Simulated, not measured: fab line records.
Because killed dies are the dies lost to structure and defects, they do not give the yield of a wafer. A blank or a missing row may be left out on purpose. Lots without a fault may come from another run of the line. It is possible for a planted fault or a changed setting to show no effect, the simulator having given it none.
A lot that was struck, set against a sound lot | flow rit cmos | 21 steps out of a route of 202
Sound: these wafers, L579.3, L579.4, L579.6. Struck: wafers L587.3, L587.4, L587.5. Last of all comes the cause.
At each step with rows: each side's tool, then ch and its chambers, then its first start. Under that, the readings that differ: sound wafers | struck wafers | difference of the means | sigmas: that difference in standard deviations of wafers without a fault.
alike: same words and numbers on both sides, and readings whose means sit less than 2 such deviations apart. not compared: any withheld reading, any reading some wafer has no value for, any bound like >300 that may hide the same value, and any number with overlapping values for which the record gives no deviation.
A row with sigmas, a row that says differs or no value, or rows on one side alone: a step with any of these is where the two part. When numbers do not overlap yet have no deviation, they are printed without sigmas and do not part them. A reading that every wafer of one side lacks parts them only if that side has two wafers or more.

first, 2 steps without rows for these wafers: RIT_NSD_HARDBAKE_07 (time 60 s); RIT_NSD_IMPLANT_08.
RIT_NSD_STRIP_09: strips in O2, time 180 s.
  sound on plasma asher-01 ch 0,1, day 4 02:18; struck on plasma asher-01 ch 0,1, day 6 04:40
  alike: drypump motor current A
  not compared: rf hours counter h
RIT_NSD_TW_MEAS_10:
  sound: film metro-02 at day 4 02:26; struck: film metro-04 at day 6 04:48
  alike: NSD_TW
then, 6 steps without rows for these wafers: RIT_PSD_HMDS_00 (prime time 60 s); RIT_PSD_COAT_01 (resist thk 1000 nm); RIT_PSD_SOFTBAKE_02 (time 60 s); RIT_PSD_EXPOSE_03 (exposes mask M10, target cd 40900 nm); RIT_PSD_PEB_04; RIT_PSD_DEVELOP_05 (develop time 50 s).
RIT_PSD_OVL_MEAS_06:
  sound: overlay-01 at day 4 03:29; struck: overlay-02 at day 6 05:45
  alike: PSD_OVL
then, 1 step without rows for these wafers: RIT_PSD_HARDBAKE_07 (time 60 s).
RIT_PSD_IMPLANT_08:
  sound on implanter-02 ch 0, day 4 03:42; struck on implanter-02 ch 0, day 6 05:58
  reading                          | sound                      | struck                        | difference | sigmas
  beam on s (s)                    | 12.7 12.8 12.9             | 17.9 17.8 18.0                | +5.1       | +7
  end station pressure torr (Torr) | 1.47e-05 1.42e-05 1.46e-05 | 0.0001004 0.0001054 0.0001046 | +0.0000890 | +97
  faraday current uA               | 12054 11996 11925          | 8966 9046 8926                | -3012      | -5
RIT_PSD_STRIP_09: strips in O2, time 180 s.
  sound on plasma asher-04 ch 0,1, day 4 03:52; struck on plasma asher-02 ch 0,1, day 6 06:08
  alike: drypump motor current A
  not compared: rf hours counter h
RIT_PSD_TW_MEAS_10:
  sound: film metro-02 at day 4 04:00; struck: film metro-03 at day 6 06:16
  reading | sound          | struck         | difference | sigmas
  PSD_TW  | 3471 3452 3477 | 3552 3546 3541 | +80        | +4
then, 3 steps without rows for these wafers: RIT_SDANNEAL_CLEAN_00 (cleans in SC1, time 600 s); RIT_SDANNEAL_CLEAN_01 (cleans in dHF, time 30 s); RIT_SDANNEAL_CLEAN_02 (cleans in SC2, time 600 s).
RIT_SDANNEAL_RTA_03: time 5 s.
  sound on rtp anneal-02 ch 0, day 4 04:28; struck on rtp anneal-02 ch 0, day 6 06:44
  alike: anneal temp c max, wafer_temp_C_max
RIT_SDANNEAL_RS_MEAS_04: uses a four-point probe to measure.
  sound: film metro-03 at day 4 04:32; struck: film metro-03 at day 6 06:49
  reading         | sound                | struck               | difference | sigmas
  PSD_RS (ohm/sq) | 115.71 116.17 116.02 | 112.13 111.87 111.96 | -3.98      | -14
RIT_SDANNEAL_RS_MEAS_05: uses a four-point probe to measure.
  sound: film metro-03 at day 4 04:40; struck: film metro-03 at day 6 06:56
  alike: NSD_RS

== WHERE THEY PART ==
Earliest at RIT_PSD_IMPLANT_08; latest, in this record, at RIT_SDANNEAL_RS_MEAS_04. Later steps at which nothing parts them and some readings are alike: RIT_SDANNEAL_RS_MEAS_05.

WHY: what had been put in by the simulator
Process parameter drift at RIT_PSD_IMPLANT_08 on implanter-02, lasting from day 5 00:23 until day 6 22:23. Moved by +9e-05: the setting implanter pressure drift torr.
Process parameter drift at RIT_PSD_IMPLANT_08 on implanter-02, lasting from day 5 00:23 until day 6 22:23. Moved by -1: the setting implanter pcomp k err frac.
